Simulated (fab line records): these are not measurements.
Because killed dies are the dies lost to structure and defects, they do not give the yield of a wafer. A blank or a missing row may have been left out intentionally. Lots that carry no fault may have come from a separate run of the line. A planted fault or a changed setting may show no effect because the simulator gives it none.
Which of the tools did it?    flow berkeley_cmos170    at 1 step of a route of 331, 7 lots with 21 wafers sampled

== WHAT EACH GAUGE READ, for each wafer ==
UCB170_NWELL_THK_MEAS_02.
lot   measured     on             NWELL_OXIDE_THK (nm)
L124  day 2 05:15  film_metro-03  26.0 26.3 26.2
L125  day 2 12:08  film_metro-01  27.5 27.9 27.9
L128  day 3 03:07  film_metro-03  27.3 27.7 27.8
L132  day 4 00:48  film_metro-02  26.7 27.0 26.6
L134  day 4 10:59  film_metro-03  26.9 26.5 26.5
L138  day 5 07:54  film_metro-01  25.8 25.9 25.9
L145  day 6 19:07  film_metro-01  26.9 26.9 26.7

== EACH LOT AND THE TOOL THAT RAN IT (in order: tool; ch and the chambers of the sampled wafers; start) ==
There is no process step in the record ahead of these readings.

== THE ANSWER, worked out from the rows above alone ==
Rule: usual is defined by the lots themselves. Put in order of their means at a reading, lots are off if they are a third of the lots or fewer, leave a main group of 4 or more, and stand apart from it by a gap of 3 or more times the standard deviation of the main group's means; of several such gaps the widest counts. The tables above print the reading to a certain number of digits; a main group whose means all agree to those digits is not used. A lot without any number at a reading at which 4 lots or more have one is off too. All remaining lots with rows at the step are treated as sound.
Nothing can be told from this: no lot is off at any reading shown.

== WHAT THE SIMULATOR HAD PUT IN ==
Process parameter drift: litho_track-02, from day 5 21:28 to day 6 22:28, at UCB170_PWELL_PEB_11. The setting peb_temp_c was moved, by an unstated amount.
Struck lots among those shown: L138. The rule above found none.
